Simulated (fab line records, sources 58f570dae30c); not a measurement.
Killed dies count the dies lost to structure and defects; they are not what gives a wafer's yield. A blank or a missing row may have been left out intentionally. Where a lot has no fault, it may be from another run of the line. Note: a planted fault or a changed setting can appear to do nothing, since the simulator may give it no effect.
A lot that was struck, set against a sound lot | flow berkeley_cmos170 | 43 steps out of a route of 331
Sound: these wafers, L670.1, L670.3, L670.5. The struck wafers were L657.1, L657.5, L657.6. The cause is named last.
Per side, at each step with rows, come the tool, then ch with its chambers, and then its first start. Under that, the readings that differ: sound wafers | struck wafers | difference of the means | sigmas: that difference in standard deviations of wafers without a fault.
alike: a reading whose means differ by less than 2 such deviations, as well as words and numbers matching on both sides. not compared: withheld readings; readings where some wafer has no value; bounds like >300 that might hide an equal value; numbers whose values overlap and for which the record gives no deviation.
A row with sigmas, a row that says differs or no value, or rows on one side alone: a step with any of these is where the two part. Numbers that don't overlap but have no deviation are shown without sigmas and don't part them. A reading missing from all wafers of one side parts the sides only when that side holds two or more wafers.

first, 1 step without rows for these wafers: UCB170_PLDD_STRIP_10 (strips in O2).
UCB170_PLDD_TW_MEAS_11:
  sound on film_metro-04 at day 10 18:03; struck on film_metro-04 at day 7 06:14
  alike: PLDD_TW
then, 7 steps without rows for these wafers: UCB170_PLDD_CLEAN_12 (cleans in SPM, time 600 s); UCB170_NLDD_HMDS_00 (prime time 60 s); UCB170_NLDD_COAT_01 (resist thk 900 nm); UCB170_NLDD_SOFTBAKE_02 (time 60 s); UCB170_NLDD_EXPOSE_03 (exposes mask NSELECT, target cd 1200 nm); UCB170_NLDD_PEB_04; UCB170_NLDD_DEVELOP_05 (develop time 45 s).
UCB170_NLDD_CD_MEAS_06 targets a cd of 1200 nm.
  sound on cd_sem-01 at day 10 19:49; struck on cd_sem-02 at day 7 07:55
  alike: cd_nm
UCB170_NLDD_OVL_MEAS_07:
  sound on overlay-02 at day 10 19:56; struck on overlay-02 at day 7 08:02
  alike: NLDD_OVL
after that, 1 step had no rows for these wafers: UCB170_NLDD_IMPLANT_08.
UCB170_NLDD_IMPLANT_09:
  sound on implanter-03 ch 0, day 10 20:07; struck on implanter-03 ch 0, day 7 08:13
  reading            | sound                        | struck                        | difference | sigmas
  dose_ions_cm2      | 5.003e+13 5.01e+13 5.003e+13 | 3.891e+13 3.888e+13 3.894e+13 | -1.114e+13 | -99 or more
  faraday_current_uA | 153 151 159                  | 127 123 121                   | -31        | -10
  alike: tilt_deg
UCB170_NLDD_STRIP_10: strips in O2.
  sound on plasma_asher-04 ch 0,1, day 10 20:16; struck on plasma_asher-01 ch 0,1, day 7 08:22
  reading                      | sound             | struck            | difference | sigmas
  strip_time_to_endpoint_s (s) | 21.58 21.58 21.58 | 21.72 21.74 21.75 | +0.16      | +3
  alike: drypump_motor_current_A, o2_flow_sccm, oes_product_au
  not compared: rf_hours_counter_h
UCB170_NLDD_TW_MEAS_11:
  sound on film_metro-02 at day 10 20:22; struck on film_metro-04 at day 7 08:41
  reading | sound          | struck         | difference | sigmas
  NLDD_TW | 2211 2213 2207 | 2149 2165 2158 | -53        | -3
  not compared: hold
UCB170_SPACER_CVD_00: deposits SiO2 from TEOS/O2, target thk 376 nm, time 47 s.
  sound on pecvd-03 ch 0,1,2, day 10 20:37; struck on pecvd-04 ch 0,2, day 7 12:52
  alike: heater_power_w
UCB170_SPACER_THK_MEAS_01:
  sound on film_metro-01 at day 10 20:39; struck on film_metro-02 at day 7 12:55
  alike: SPACER_TEOS_THK
then, 1 step without rows for these wafers: UCB170_SPACER_ANNEAL_02 (time 1800 s).
UCB170_SPACER_ETCHBACK_03: etches SiO2 in CHF3/CF4/Ar, stops on Si, target depth 376 nm, time 100 s.
  sound on rie_diel-04 ch 0,2,3, day 11 05:04; struck on rie_diel-04 ch 0,1, day 7 14:47
  alike: drypump_motor_current_A, oes_product_au, throttle_valve_pct
  not compared: rf_hours_counter_h
then, 6 steps without rows for these wafers: UCB170_PSD_HMDS_00 (prime time 60 s); UCB170_PSD_COAT_01 (resist thk 900 nm); UCB170_PSD_SOFTBAKE_02 (time 60 s); UCB170_PSD_EXPOSE_03 (exposes mask PSELECT MOD, target cd 1200 nm); UCB170_PSD_PEB_04; UCB170_PSD_DEVELOP_05 (develop time 45 s).
UCB170_PSD_CD_MEAS_06 targets a cd of 1200 nm.
  sound on cd_sem-01 at day 11 06:57; struck on cd_sem-02 at day 7 15:53
  reading    | sound                | struck               | difference | sigmas
  cd_nm (nm) | 1199.2 1197.5 1197.8 | 1202.4 1203.4 1201.5 | +4.3       | +3
UCB170_PSD_OVL_MEAS_07:
  sound on overlay-02 at day 11 07:04; struck on overlay-02 at day 7 16:01
  alike: PSD_OVL
after that, 1 step had no rows for these wafers: UCB170_PSD_IMPLANT_08.
UCB170_PSD_STRIP_09: strips in O2.
  sound on plasma_asher-03 ch 0,1, day 11 07:16; struck on plasma_asher-03 ch 0,1, day 7 16:11
  alike: drypump_motor_current_A, o2_flow_sccm, oes_product_au, strip_time_to_endpoint_s
  not compared: rf_hours_counter_h
UCB170_PSD_TW_MEAS_10:
  sound on film_metro-04 at day 11 07:22; struck on film_metro-04 at day 7 16:17
  alike: PSD_TW
then, 7 steps without rows for these wafers: UCB170_PSD_CLEAN_11 (cleans in SPM, time 600 s); UCB170_NSD_HMDS_00 (prime time 60 s); UCB170_NSD_COAT_01 (resist thk 900 nm); UCB170_NSD_SOFTBAKE_02 (time 60 s); UCB170_NSD_EXPOSE_03 (exposes mask NSELECT MOD, target cd 1200 nm); UCB170_NSD_PEB_04; UCB170_NSD_DEVELOP_05 (develop time 45 s).
UCB170_NSD_CD_MEAS_06 targets a cd of 1200 nm.
  sound on cd_sem-01 at day 11 08:41; struck on cd_sem-01 at day 7 17:39
  alike: cd_nm
UCB170_NSD_OVL_MEAS_07:
  sound on overlay-02 at day 11 08:48; struck on overlay-01 at day 7 17:46
  alike: NSD_OVL
after that, 1 step had no rows for these wafers: UCB170_NSD_IMPLANT_08.
UCB170_NSD_STRIP_09: strips in O2.
  sound on plasma_asher-03 ch 0,1, day 11 08:59; struck on plasma_asher-02 ch 0,1, day 7 17:58
  alike: drypump_motor_current_A, o2_flow_sccm, oes_product_au, strip_time_to_endpoint_s
  not compared: rf_hours_counter_h
UCB170_SDANNEAL_RS_MEAS_05: uses a four-point probe to measure.
  sound on film_metro-03 at day 11 10:46; struck on film_metro-03 at day 7 20:01
  reading          | sound             | struck            | difference | sigmas
  NLDD_RS (ohm/sq) | 616.2 615.8 615.7 | 666.3 664.4 666.5 | +49.8      | +33
  not compared: hold
UCB170_M3_PROBE_99:
  rows exist in the record for the struck wafers here (prober-01, day 8 21:47), but not for the sound ones

WHERE THEY PART
First at UCB170_NLDD_IMPLANT_09; last, within this record, at UCB170_M3_PROBE_99.

WHY: whatever the simulator had introduced
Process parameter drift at UCB170_NLDD_IMPLANT_09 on implanter-03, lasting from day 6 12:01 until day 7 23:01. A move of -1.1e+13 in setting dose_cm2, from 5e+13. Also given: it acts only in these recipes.
